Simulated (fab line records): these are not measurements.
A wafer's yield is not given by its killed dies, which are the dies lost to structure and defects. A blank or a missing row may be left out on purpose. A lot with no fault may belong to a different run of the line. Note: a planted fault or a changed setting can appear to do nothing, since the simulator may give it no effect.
fab line records | flow berkeley-cmos170
record lots=5 wafers=27
route steps=331 shown NWELL@18 ACTIVE@72 SACOX@98 SPACER@174 V1@268 V2@292 M3@331
start-h: hours from the record's first day to the start of the lot's first wafer shown | wait-h: hours elapsed since this lot's preceding step | " unchanged from the row above | L1.1+2: a single row standing in for several wafers | - no value present, or no start provided | * or withheld: withheld | < > ~ a bound
route shown NAME@n: names a module that has steps shown in the file, with the first one's number in the route | usual: mean and standard deviation over wafers with no fault | same: alike in all rows | chamber/n: place in a boat | sites: per-site readings | _std_site: their standard deviation | _edge_site: the outer-site mean with the inner-site mean subtracted | radius-mm: how far each site lies from the wafer's centre | mask NAME#n: copy n | behind: the tool/chamber that last shaped the wafer | hold: the reason the lot was held/the length of the hold in hours/how it ended | device: the n, p or np transistor that did not switch | end of line: the same wafers' tests at the end of the route | a step with no rows: only its recipe | killed: dies lost to structure and defects at the first sort, not the wafer's yield | map: a wafer's dies, x killed, . not, _ none there
set.NAME: the setting that was run; set.NAME@STEP: the one run at that earlier step | model.NAME: the simulator's own value behind a step, which no gauge read
lots whose settings were changed on purpose; a table a step, a row a wafer
## steps
# step UCB170_NWELL_CVD_04
# recipe material=Si3N4 target-thk-nm=224 temp-c=800 precursor=SiH2Cl2/NH3 time-s=3360 pressure-mtorr=200 sih2cl2-flow-sccm=25 nh3-flow-sccm=75
# columns lot.wafer tool chamber start-h wait-h set.time-s model.Si3N4_of_NWELL_CVD_04.thk-nm
L074.1 - - - 0.0 3360 223.6
L074.2+6 " - " " 3360 223.7
L074.3 " - " " 3360 224.6
L074.4 " - " " 3360 223.3
L074.5 " - " " 3360 222.9
L076.1 - - - 0.0 2726 183.2
L076.2 " - " " 2726 183.3
L076.3 " - " " 2726 184.6
L076.4 " - " " 2726 180.7
L076.5 " - " " 2726 183.1
L076.6 " - " " 2726 183.4
L079.1 - - - 0.0 4180 281.9
L079.2 " - " " 4180 279.3
L079.3 " - " " 4180 281.1
L079.4+5 " - " " 4180 280.3
L079.6 " - " " 4180 281
L082.1+4 - - - 0.0 5050 337.7
L082.2 " - " " 5050 334.9
L082.3 " - " " 5050 337
L082.5 " - " " 5050 336.8
L082.6 " - " " 5050 336.6
L085.1 lpcvd-02 1 87.21 0.0 3360 223.4
L085.2 " 1 " " 3360 221.7
L085.5 " 1 " " 3360 221
# step UCB170_NWELL_THK_MEAS_05
# recipe reads=Si3N4_of_NWELL_CVD_04
# usual NWELL_NITRIDE_THK=223.5/2.1
# columns lot.wafer tool chamber start-h wait-h set.time-s@NWELL_CVD_04 NWELL_NITRIDE_THK[nm]
L074.1 film-metro-02 - - - 3360 223.7
L074.2 " - " " 3360 223.5
L074.3 " - " " 3360 224.8
L074.4 " - " " 3360 223.1
L074.5 " - " " 3360 223.0
L074.6 " - " " 3360 223.9
L076.1 film-metro-02 - - - 2726 183.1
L076.2 " - " " 2726 183.3
L076.3 " - " " 2726 184.7
L076.4 " - " " 2726 180.6
L076.5 " - " " 2726 183.2
L076.6 " - " " 2726 183.3
L079.1 film-metro-02 - - - 4180 281.9
L079.2 " - " " 4180 279.1
L079.3 " - " " 4180 281.1
L079.4 " - " " 4180 280.3
L079.5 " - " " 4180 280.3
L079.6 " - " " 4180 281.4
L082.1 film-metro-02 - - - 5050 337.5
L082.2 " - " " 5050 335.0
L082.3 " - " " 5050 336.8
L082.4 " - " " 5050 337.9
L082.5 " - " " 5050 336.6
L082.6 " - " " 5050 336.6
L085.1 film-metro-02 - 89.15 0.0 3360 223.5
L085.2 " - " " 3360 221.7
L085.5 " - " " 3360 221.0
# step UCB170_ACTIVE_DEVELOP_12
# recipe developer=TMAH develop-time-s=45 resist=KrF dev-temp-c=21
# columns lot.wafer tool chamber start-h wait-h set.develop-time-s
L074.1+5+6 litho-track-02 0 - - 28.84
L074.2+3+4 " 0 " " 45
L076.1+2+6 litho-track-04 0 - - 45
L076.3+4+5 " 0 " " 36.79
L079.1+4+5 litho-track-03 0 - - 45
L079.2+3+6 " 0 " " 61.28
L082.1+2+5 litho-track-04 0 - - 45
L082.3+4+6 " 0 " " 25.47
L085.1+2+5 litho-track-02 0 - - 45
# step UCB170_ACTIVE_CD_MEAS_13
# recipe target-cd-nm=1200
# usual cd-nm=1199.8/1.2
# columns lot.wafer tool chamber start-h wait-h set.develop-time-s@ACTIVE_DEVELOP_12 cd-nm
L074.1 cd-sem-02 - 94.99 - 28.84 1205.0
L074.2 " - " " 45 1202.1
L074.3 " - " " 45 1200.9
L074.4 " - " " 45 1201.3
L074.5 " - " " 28.84 1203.6
L074.6 " - " " 28.84 1203.4
L076.1 cd-sem-02 - 95.53 - 45 1199.5
L076.2 " - " " 45 1199.5
L076.3 " - " " 36.79 1201.4
L076.4 " - " " 36.79 1202.7
L076.5 " - " " 36.79 1201.2
L076.6 " - " " 45 1200.9
L079.1 cd-sem-01 - 125.19 - 45 1198.8
L079.2 " - " " 61.28 1195.8
L079.3 " - " " 61.28 1197.5
L079.4 " - " " 45 1198.2
L079.5 " - " " 45 1199.0
L079.6 " - " " 61.28 1196.8
L082.1 cd-sem-02 - 130.74 - 45 1201.0
L082.2 " - " " 45 1200.2
L082.3 " - " " 25.47 1204.6
L082.4 " - " " 25.47 1204.5
L082.5 " - " " 45 1198.8
L082.6 " - " " 25.47 1205.6
L085.1 cd-sem-01 - 148.78 - 45 1200.6
L085.2 " - " " 45 1200.5
L085.5 " - " " 45 1200.4
# step UCB170_ACTIVE_ETCH_15
# recipe chemistry=CH3F/Ar/O2 target=Si3N4 stop-on=SiO2 CH3F_flow_sccm=20 Ar_flow_sccm=50 O2_flow_sccm=7 pressure-mtorr=50 rf-w=450 target-depth-a=2420 over-etch-frac=0.1 time-s=151
# step UCB170_ACTIVE_STRIP_16
# recipe chemistry=O2 power-w=400 pressure-mtorr=3500 platen-temp-c=withheld o2-flow-sccm=400 overash-fraction=0.5
# step UCB170_ACTIVE_CD_MEAS_90
# recipe target-cd-nm=1200
# usual cd-nm=1199.8/1.2
# columns lot.wafer tool chamber start-h wait-h set.develop-time-s@ACTIVE_DEVELOP_12 cd-nm
L074.1 cd-sem-01 - 95.34 0.1 28.84 1204.9
L074.2 " - " " 45 1202.6
L074.3 " - " " 45 1201.1
L074.4 " - " " 45 1201.4
L074.5 " - " " 28.84 1203.7
L074.6 " - " " 28.84 1203.4
L076.1 cd-sem-01 - 95.89 0.1 45 1199.7
L076.2 " - " " 45 1199.3
L076.3 " - " " 36.79 1201.4
L076.4 " - " " 36.79 1202.4
L076.5 " - " " 36.79 1201.3
L076.6 " - " " 45 1200.8
L079.1 cd-sem-02 - 125.64 0.2 45 1198.8
L079.2 " - " " 61.28 1195.8
L079.3 " - " " 61.28 1197.7
L079.4 " - " " 45 1198.5
L079.5 " - " " 45 1199.2
L079.6 " - " " 61.28 1197.4
L082.1 cd-sem-02 - 131.09 0.1 45 1201.4
L082.2 " - " " 45 1200.3
L082.3 " - " " 25.47 1204.4
L082.4 " - " " 25.47 1205.0
L082.5 " - " " 45 1199.1
L082.6 " - " " 25.47 1205.7
L085.1 cd-sem-01 - 149.14 0.1 45 1200.6
L085.2 " - " " 45 1200.2
L085.5 " - " " 45 1200.5
# step UCB170_SACOX_OXIDATION_01
# recipe temp-c=900 ambient=O2 target-thk-a=144 ox-time-s=2400
# columns lot.wafer tool chamber start-h wait-h set.ox-time-s model.SiO2_of_SACOX_OXIDATION_01.thk-nm
L074.1 - - - 1.4 2903 16.47
L074.2 " - " " 2903 16.37
L074.3 " - " " 2903 16.55
L074.4 " - " " 2903 16.22
L074.5 " - " " 2903 16.6
L074.6 " - " " 2903 16.58
L076.1 - - - 1.4 2400 14.29
L076.2 " - " " 2400 14.28
L076.3 " - " " 2400 14.47
L076.4 " - " " 2400 14.15
L076.5 " - " " 2400 14.37
L076.6 " - " " 2400 14.22
L079.1 - - - 4.4 2400 14.05
L079.2 " - " " 2400 14.31
L079.3 " - " " 2400 14.39
L079.4 " - " " 2400 14.28
L079.5 " - " " 2400 14.34
L079.6 " - " " 2400 14.51
L082.1 - - - 2.7 1308 9.39
L082.2 " - " " 1308 9.801
L082.3 " - " " 1308 9.456
L082.4 " - " " 1308 9.793
L082.5 " - " " 1308 9.768
L082.6 " - " " 1308 9.794
L085.1 furnace-04 0 178.29 5.4 2400 14.34
L085.2 " 0 " " 2400 14.12
L085.5 " 0 " " 2400 14.15
# step UCB170_SACOX_THK_MEAS_02
# recipe reads=SiO2_of_SACOX_OXIDATION_01
# usual SACOX_OXIDE_THK=14.45/0.2
# columns lot.wafer tool chamber start-h wait-h set.ox-time-s@SACOX_OXIDATION_01 SACOX_OXIDE_THK[nm]
L074.1 film-metro-04 - - - 2903 16.46
L074.2 " - " " 2903 16.33
L074.3 " - " " 2903 16.55
L074.4 " - " " 2903 16.25
L074.5 " - " " 2903 16.64
L074.6 " - " " 2903 16.54
L076.1 film-metro-03 - - - 2400 14.30
L076.2 " - " " 2400 14.26
L076.3 " - " " 2400 14.49
L076.4 " - " " 2400 14.16
L076.5 " - " " 2400 14.35
L076.6 " - " " 2400 14.27
L079.1 film-metro-04 - - - 2400 14.10
L079.2 " - " " 2400 14.31
L079.3 " - " " 2400 14.41
L079.4 " - " " 2400 14.28
L079.5 " - " " 2400 14.34
L079.6 " - " " 2400 14.47
L082.1 film-metro-01 - - - 1308 9.38
L082.2 " - " " 1308 9.88
L082.3 " - " " 1308 9.46
L082.4 " - " " 1308 9.79
L082.5 " - " " 1308 9.76
L082.6 " - " " 1308 9.81
L085.1 film-metro-04 - 179.96 0.0 2400 14.40
L085.2 " - " " 2400 14.11
L085.5 " - " " 2400 14.13
# step UCB170_SPACER_ETCHBACK_03
# recipe stop-on=Si target=SiO2 chemistry=CHF3/CF4/Ar CHF3_flow_sccm=50 cf4-flow-sccm=10 Ar_flow_sccm=120 pressure-mtorr=200 rf-w=500 target-depth-a=3760 time-s=100
# usual oes-product-au=0.899/0.019
# columns lot.wafer tool chamber start-h wait-h set.target-depth-a oes-product-au
L074.1 rie-diel-03 2 164.86 0.0 2833 0.979
L074.2 " 1 " " 2833 0.984
L074.3 " 0 " " 3760 0.868
L074.4 " 3 " " 3760 0.912
L074.5 " 2 " " 3760 0.897
L074.6 " 1 " " 2833 0.990
L076.1 rie-diel-03 1 164.93 0.1 3760 0.881
L076.2 " 0 " " 3760 0.878
L076.3 " 2 " " 4727 0.755
L076.4 " 3 " " 3760 0.926
L076.5 " 1 " " 4727 0.773
L076.6 " 2 " " 4727 0.773
L079.1 rie-diel-03 1 189.99 0.0 3760 0.883
L079.2 " 2 " " 5448 0.692
L079.3 " 0 " " 3760 0.879
L079.4 " 3 " " 3760 0.932
L079.5 " 3 " " 5448 0.736
L079.6 " 2 " " 5448 0.697
L082.1 rie-diel-01 0 203.86 0.0 3760 0.900
L082.2 " 3 " " 3056 1.003
L082.3 " 1 " " 3056 0.983
L082.4 " 2 " " 3760 0.909
L082.5 " 1 " " 3760 0.917
L082.6 " 0 " " 3056 0.985
L085.1 rie-diel-02 3 217.78 0.0 3760 0.886
L085.2 " 2 " " 3760 0.903
L085.5 " 0 " " 3760 0.917
# step UCB170_V1_ETCH_14
# recipe chemistry=CHF3/CF4/Ar target=SiO2 stop-on=Al CHF3_flow_sccm=45 cf4-flow-sccm=15 Ar_flow_sccm=150 pressure-mtorr=200 rf-w=700 target-depth-a=12500 over-etch-frac=0.25 time-s=291
# usual oes-product-au=0.875/0.017
# columns lot.wafer tool chamber start-h wait-h set.target-depth-a oes-product-au model.KrF_of_V1_COAT_07.thk-nm
L074.1 rie-diel-02 3 183.99 0.0 16990 0.726 506.8
L074.2 " 1 " " 16990 0.750 513.2
L074.3 " 0 " " 12500 0.885 611.2
L074.4 " 2 " " 12500 0.885 607.2
L074.5 " 2 " " 16990 0.752 510.9
L074.6 " 3 " " 12500 0.862 605.1
L076.1 rie-diel-03 1 187.91 0.0 7217 0.973 731
L076.2 " 3 " " 12500 0.894 613.3
L076.3 " 0 " " 7217 0.953 732.4
L076.4 " 2 " " 12500 0.846 611.5
L076.5 " 1 " " 12500 0.862 617.6
L076.6 " 0 " " 7217 0.945 733.9
L079.1 rie-diel-04 2 207.04 0.0 16110 0.759 518.9
L079.2 " 1 " " 12500 0.884 607.6
L079.3 " 3 " " 12500 0.893 606.2
L079.4 " 0 " " 12500 0.903 611.6
L079.5 " 3 " " 16110 0.779 525.3
L079.6 " 0 " " 16110 0.788 536.5
L082.1 rie-diel-02 3 221.81 0.0 12500 0.864 606.9
L082.2 " 0 " " 15510 0.798 542.8
L082.3 " 1 " " 12500 0.877 611.8
L082.4 " 2 " " 12500 0.887 612.2
L082.5 " 1 " " 15510 0.789 546.8
L082.6 " 0 " " 15510 0.791 542.3
L085.1 rie-diel-03 1 238.30 0.0 12500 0.853 613
L085.2 " 2 " " 12500 0.858 604.4
L085.5 " 0 " " 12500 0.850 612.3
# step UCB170_V1_STRIP_15
# recipe chemistry=O2 power-w=400 pressure-mtorr=3500 platen-temp-c=withheld o2-flow-sccm=400 overash-fraction=0.5
# usual strip-time-to-endpoint-s=15.33/0.1
# columns lot.wafer tool chamber start-h wait-h set.target-depth-a@V1_ETCH_14 strip-time-to-endpoint-s
L074.1 plasma-asher-02 1 184.17 0.1 16990 12.88
L074.2 " 0 " " 16990 13.01
L074.3 " 1 " " 12500 15.33
L074.4 " 0 " " 12500 15.25
L074.5 " 1 " " 16990 12.97
L074.6 " 0 " " 12500 15.21
L076.1 plasma-asher-02 1 188.09 0.1 7217 18.13
L076.2 " 0 " " 12500 15.41
L076.3 " 1 " " 7217 18.16
L076.4 " 0 " " 12500 15.34
L076.5 " 0 " " 12500 15.48
L076.6 " 1 " " 7217 18.20
L079.1 plasma-asher-04 1 207.21 0.1 16110 13.16
L079.2 " 0 " " 12500 15.25
L079.3 " 0 " " 12500 15.21
L079.4 " 1 " " 12500 15.35
L079.5 " 0 " " 16110 13.30
L079.6 " 1 " " 16110 13.57
L082.1 plasma-asher-02 0 221.99 0.1 12500 15.24
L082.2 " 1 " " 15510 13.73
L082.3 " 0 " " 12500 15.35
L082.4 " 1 " " 12500 15.36
L082.5 " 0 " " 15510 13.81
L082.6 " 1 " " 15510 13.72
L085.1 plasma-asher-03 1 238.48 0.1 12500 15.38
L085.2 " 0 " " 12500 15.18
L085.5 " 0 " " 12500 15.35
# step UCB170_V1_CD_MEAS_90
# recipe target-cd-nm=700
# usual cd-nm=700.1/1.3
# columns lot.wafer tool chamber start-h wait-h set.target-depth-a@V1_ETCH_14 cd-nm
L074.1 cd-sem-02 - 184.28 0.1 16990 704.9
L074.2 " - " " 16990 703.5
L074.3 " - " " 12500 701.3
L074.4 " - " " 12500 699.0
L074.5 " - " " 16990 702.8
L074.6 " - " " 12500 700.5
L076.1 cd-sem-01 - 188.19 0.1 7217 696.1
L076.2 " - " " 12500 699.9
L076.3 " - " " 7217 694.7
L076.4 " - " " 12500 700.7
L076.5 " - " " 12500 700.9
L076.6 " - " " 7217 696.8
L079.1 cd-sem-02 - 207.31 0.1 16110 705.1
L079.2 " - " " 12500 700.1
L079.3 " - " " 12500 701.3
L079.4 " - " " 12500 701.0
L079.5 " - " " 16110 702.4
L079.6 " - " " 16110 703.2
L082.1 cd-sem-02 - 222.17 0.1 12500 701.6
L082.2 " - " " 15510 705.4
L082.3 " - " " 12500 701.8
L082.4 " - " " 12500 702.4
L082.5 " - " " 15510 702.5
L082.6 " - " " 15510 705.0
L085.1 cd-sem-02 - 238.58 0.1 12500 698.3
L085.2 " - " " 12500 700.2
L085.5 " - " " 12500 698.7
# step UCB170_V2_CVD_00
# recipe material=SiO2 target-thk-nm=2000 temp-c=390 precursor=TEOS/O2 time-s=250 rf-w=550 pressure-mtorr=9000
# columns lot.wafer tool chamber start-h wait-h set.time-s model.SiO2_of_V2_CVD_00.thk-nm
L074.1 pecvd-02 1 187.19 0.1 318.8 2518
L074.2 " 0 " " 250 1961
L074.3 " 2 " " 318.8 2516
L074.4 " 2 " " 250 2002
L074.5 " 0 " " 318.8 2533
L074.6 " 1 " " 250 2003
L076.1 pecvd-01 0 193.06 0.1 194.1 1567
L076.2 " 1 " " 194.1 1560
L076.3 " 2 " " 250 1987
L076.4 " 2 " " 250 2034
L076.5 " 1 " " 194.1 1569
L076.6 " 0 " " 250 2010
L079.1 pecvd-01 2 210.39 0.1 250 1978
L079.2 " 0 " " 194.1 1558
L079.3 " 1 " " 194.1 1545
L079.4 " 2 " " 250 2022
L079.5 " 1 " " 194.1 1604
L079.6 " 0 " " 250 2029
L082.1 pecvd-03 0 225.47 0.1 250 1981
L082.2 " 1 " " 309 2469
L082.3 " 2 " " 250 1992
L082.4 " 1 " " 309 2514
L082.5 " 2 " " 250 2018
L082.6 " 0 " " 309 2522
L085.1 pecvd-03 2 241.63 0.1 250 1985
L085.2 " 0 " " 250 2005
L085.5 " 2 " " 250 2046
# step UCB170_V2_THK_MEAS_01
# recipe reads=SiO2_of_V2_CVD_00
# usual V2_TEOS_THK=2006/22
# columns lot.wafer tool chamber start-h wait-h set.time-s@V2_CVD_00 V2_TEOS_THK[nm]
L074.1 film-metro-03 - 187.34 0.1 318.8 2518
L074.2 " - " " 250 1961
L074.3 " - " " 318.8 2516
L074.4 " - " " 250 2002
L074.5 " - " " 318.8 2533
L074.6 " - " " 250 2001
L076.1 film-metro-04 - 193.22 0.1 194.1 1568
L076.2 " - " " 194.1 1560
L076.3 " - " " 250 1986
L076.4 " - " " 250 2034
L076.5 " - " " 194.1 1568
L076.6 " - " " 250 2009
L079.1 film-metro-03 - 210.55 0.1 250 1979
L079.2 " - " " 194.1 1559
L079.3 " - " " 194.1 1546
L079.4 " - " " 250 2022
L079.5 " - " " 194.1 1602
L079.6 " - " " 250 2029
L082.1 film-metro-03 - 225.63 0.1 250 1980
L082.2 " - " " 309 2469
L082.3 " - " " 250 1990
L082.4 " - " " 309 2515
L082.5 " - " " 250 2017
L082.6 " - " " 309 2523
L085.1 film-metro-03 - 241.79 0.1 250 1985
L085.2 " - " " 250 2004
L085.5 " - " " 250 2047
# step UCB170_M3_PROBE_99
# columns lot.wafer tool chamber start-h wait-h set.target-depth-a@SPACER_ETCHBACK_03 model.etest.nldd.line-ohm-um model.etest.nldd.rs-ohm-sq model.etest.npoly-line.line-ohm-um model.etest.pldd.line-ohm-um model.etest.pldd.rs-ohm-sq model.etest.pmos_0p6.r-on-ohm-um model.etest.ppoly-line.line-ohm-um
L074.1 prober-02 - 194.75 0.1 2833 1304 778.4 367.9 1863 1126 8583 710.4
L074.2 prober-02 - 194.80 0.1 2833 1225 781.9 499.7 1776 1136 8670 755.6
L074.3 prober-02 - 194.85 0.2 3760 1243 775.9 14.55 1820 1120 8311 14.86
L074.4 prober-02 - 194.90 0.2 3760 1260 777.7 14.65 1804 1123 8501 15
L074.5 prober-02 - 194.95 0.2 3760 1272 780.9 14.39 1836 1130 8338 14.56
L074.6 prober-02 - 195.00 0.2 2833 1260 780.6 433.9 1826 1130 8602 738.3
L076.1 prober-01 - 199.36 0.1 3760 1366 783.5 14.53 1950 1112 8817 14.91
L076.2 prober-01 - 199.41 0.1 3760 1326 790.9 14.63 1926 1155 8702 14.94
L076.3 prober-01 - 199.46 0.2 4727 175.2 106.9 14.65 160.6 98.62 5888 14.76
L076.4 prober-01 - 199.51 0.2 3760 1299 783.5 14.61 1866 1129 8627 14.96
L076.5 prober-01 - 199.56 0.2 4727 240.3 144.8 14.3 180.2 107.2 6168 14.7
L076.6 prober-01 - 199.61 0.2 4727 296.9 178.7 14.06 188.4 112.8 6061 14.57
L079.1 prober-02 - 218.75 0.1 3760 1265 757.7 14.48 1857 1107 8246 14.94
L079.2 prober-02 - 218.80 0.1 5448 6.26 3.614 14.2 6.416 3.644 - 14.6
L079.3 prober-02 - 218.85 0.2 3760 1244 754 14.19 1826 1110 8255 14.51
L079.4 prober-02 - 218.90 0.2 3760 1290 754.3 14.43 1862 1090 8137 14.68
L079.5 prober-02 - 218.95 0.2 5448 6.178 3.562 14.3 6.27 3.641 - 14.61
L079.6 prober-02 - 219.00 0.2 5448 6.179 3.584 14.28 6.36 3.657 - 14.77
L082.1 prober-01 - 232.45 0.1 3760 1275 770.3 14.38 1863 1127 8278 14.68
L082.2 prober-01 - 232.50 0.1 3056 1277 769.6 330 1873 1123 8353 654.2
L082.3 prober-01 - 232.55 0.2 3056 1304 773.9 338.7 1879 1134 8444 661.4
L082.6 prober-01 - 232.70 0.2 3056 1291 774.2 353.4 1883 1126 8318 697.1
L085.1 prober-01 - 246.70 0.1 3760 1245 772.5 14.64 1822 1119 8687 15.08
L085.2 prober-01 - 246.75 0.1 3760 1245 772.6 14.72 1816 1114 8631 15.06
L085.5 prober-01 - 246.90 0.2 3760 1238 775.9 14.77 1778 1128 8579 15.23
# killed by level:class
L085.1 GATE:geometric-particle:short=1 SILICIDE:geometric-particle:short=1 M1:geometric-particle:short=1 ACTIVE:area-etch=1
L085.2 ZERO:geometric-particle:short=1 SCREENOX:geometric-particle:open=1
L085.5 WELLDRIVE:geometric-particle:open=1 SACOX:geometric-particle:short=1 SPACER:geometric-particle:short=1
## key
split step=UCB170_NWELL_CVD_04 setting=time-s stated=3360 by=lot
response step=UCB170_NWELL_CVD_04 reading=model.Si3N4_of_NWELL_CVD_04.thk-nm change=+2.24 per=1% r=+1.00
response step=UCB170_NWELL_THK_MEAS_05 reading=NWELL_NITRIDE_THK change=+2.24 per=1% r=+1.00
split step=UCB170_ACTIVE_DEVELOP_12 setting=develop-time-s stated=45 by=wafer
response step=UCB170_ACTIVE_CD_MEAS_13 reading=cd-nm change=-0.0844 per=1% r=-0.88
response step=UCB170_ACTIVE_CD_MEAS_90 reading=cd-nm change=-0.0808 per=1% r=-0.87
split step=UCB170_SACOX_OXIDATION_01 setting=ox-time-s stated=2400 by=lot
response step=UCB170_SACOX_OXIDATION_01 reading=model.SiO2_of_SACOX_OXIDATION_01.thk-nm change=+0.102 per=1% r=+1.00
response step=UCB170_SACOX_THK_MEAS_02 reading=SACOX_OXIDE_THK change=+0.102 per=1% r=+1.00
split step=UCB170_SPACER_ETCHBACK_03 setting=target-depth-a stated=3760 by=wafer
response step=UCB170_SPACER_ETCHBACK_03 reading=oes-product-au change=-0.00428 per=1% r=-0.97
response step=UCB170_M3_PROBE_99 reading=model.etest.pldd.line-ohm-um shape=bent at-lowest=1821 at-stated=1848 at-highest=6.349
response step=UCB170_M3_PROBE_99 reading=model.etest.pmos_0p6.r-on-ohm-um shape=bent at-lowest=8618 at-stated=8470 at-highest=6039
response step=UCB170_M3_PROBE_99 reading=model.etest.nldd.line-ohm-um shape=bent at-lowest=1263 at-stated=1274 at-highest=6.206
response step=UCB170_M3_PROBE_99 reading=model.etest.pldd.rs-ohm-sq shape=bent at-lowest=1130 at-stated=1120 at-highest=3.648
response step=UCB170_M3_PROBE_99 reading=model.etest.nldd.rs-ohm-sq shape=bent at-lowest=780.3 at-stated=773 at-highest=3.586
response step=UCB170_M3_PROBE_99 reading=model.etest.ppoly-line.line-ohm-um shape=bent at-lowest=734.8 at-stated=14.88 at-highest=14.66
response step=UCB170_M3_PROBE_99 reading=model.etest.npoly-line.line-ohm-um shape=bent at-lowest=433.8 at-stated=14.54 at-highest=14.26
split step=UCB170_V1_ETCH_14 setting=target-depth-a stated=12500 by=wafer
response step=UCB170_V1_ETCH_14 reading=oes-product-au change=-0.00312 per=1% r=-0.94
response step=UCB170_V1_ETCH_14 reading=model.KrF_of_V1_COAT_07.thk-nm change=-2.77 per=1% r=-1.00
response step=UCB170_V1_STRIP_15 reading=strip-time-to-endpoint-s change=* per=1% r=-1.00
response step=UCB170_V1_CD_MEAS_90 reading=cd-nm change=+0.102 per=1% r=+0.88
split step=UCB170_V2_CVD_00 setting=time-s stated=250 by=wafer
response step=UCB170_V2_CVD_00 reading=model.SiO2_of_V2_CVD_00.thk-nm change=+20.1 per=1% r=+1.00
response step=UCB170_V2_THK_MEAS_01 reading=V2_TEOS_THK change=+20.1 per=1% r=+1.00
